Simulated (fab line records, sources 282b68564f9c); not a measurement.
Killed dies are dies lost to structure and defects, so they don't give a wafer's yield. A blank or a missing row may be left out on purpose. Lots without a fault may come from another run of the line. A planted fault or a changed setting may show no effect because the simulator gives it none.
Chamber matching | flow rit_cmos | RIT_FOX2_CLEAN_02 on wet_bench-04: 3 sister chambers
The step cleans in dHF, time 180 s. 14 wafers are shown with their chamber, then 7 later ones without.

WAFERS WITH THEIR CHAMBER
wafer  | chamber | run_length_s (s)
L822.1 | 0       | 206
L822.2 | 0       | 206
L822.5 | 0       | 206
L823.2 | 2       | 206
L823.3 | 2       | 206
L823.5 | 2       | 206
L824.1 | 1       | 208
L824.3 | 1       | 208
L824.5 | 1       | 208
L825.2 | 1       | 207
L825.3 | 1       | 207
L825.5 | 1       | 207
L841.1 | 2       | 206
L841.2 | 2       | 206

SIGNATURES (means of the wafers above)
reading      | chamber 0 | chamber 1 | chamber 2 | scatter within a chamber
run_length_s | 206.00    | 207.50    | 206.00    | 0.369
Rule: a wafer's distance from a chamber is the root of the sum, over the readings, of the square of ((its reading less the chamber's mean) divided by the reading's scatter). The wafer belongs to the nearest chamber; if the next one is less than 2 further off, it can't be placed. The scatter: the root of (the sum of the squares of (reading less its chamber's mean) over the shown wafers, divided by (wafers less chambers)).

WAFERS WITHOUT THEIR CHAMBER
wafer  | run_length_s (s)
L841.5 | 206
L842.2 | 207
L842.3 | 207
L842.4 | 207
L843.2 | 206
L843.3 | 206
L843.4 | 206

WHICH CHAMBER EACH WENT THROUGH
wafer  | from the rows above          | in truth
L841.5 | can't be placed: 0 or 2      | 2
L842.2 | can't be placed: 1 or 0 or 2 | 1
L842.3 | can't be placed: 1 or 0 or 2 | 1
L842.4 | can't be placed: 1 or 0 or 2 | 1
L843.2 | can't be placed: 0 or 2      | 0
L843.3 | can't be placed: 0 or 2      | 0
L843.4 | can't be placed: 0 or 2      | 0
Placed correctly: 0 of 7. Can't be placed from these rows: 7 (the true chamber is among the candidates in 7). Placed wrongly: 0.
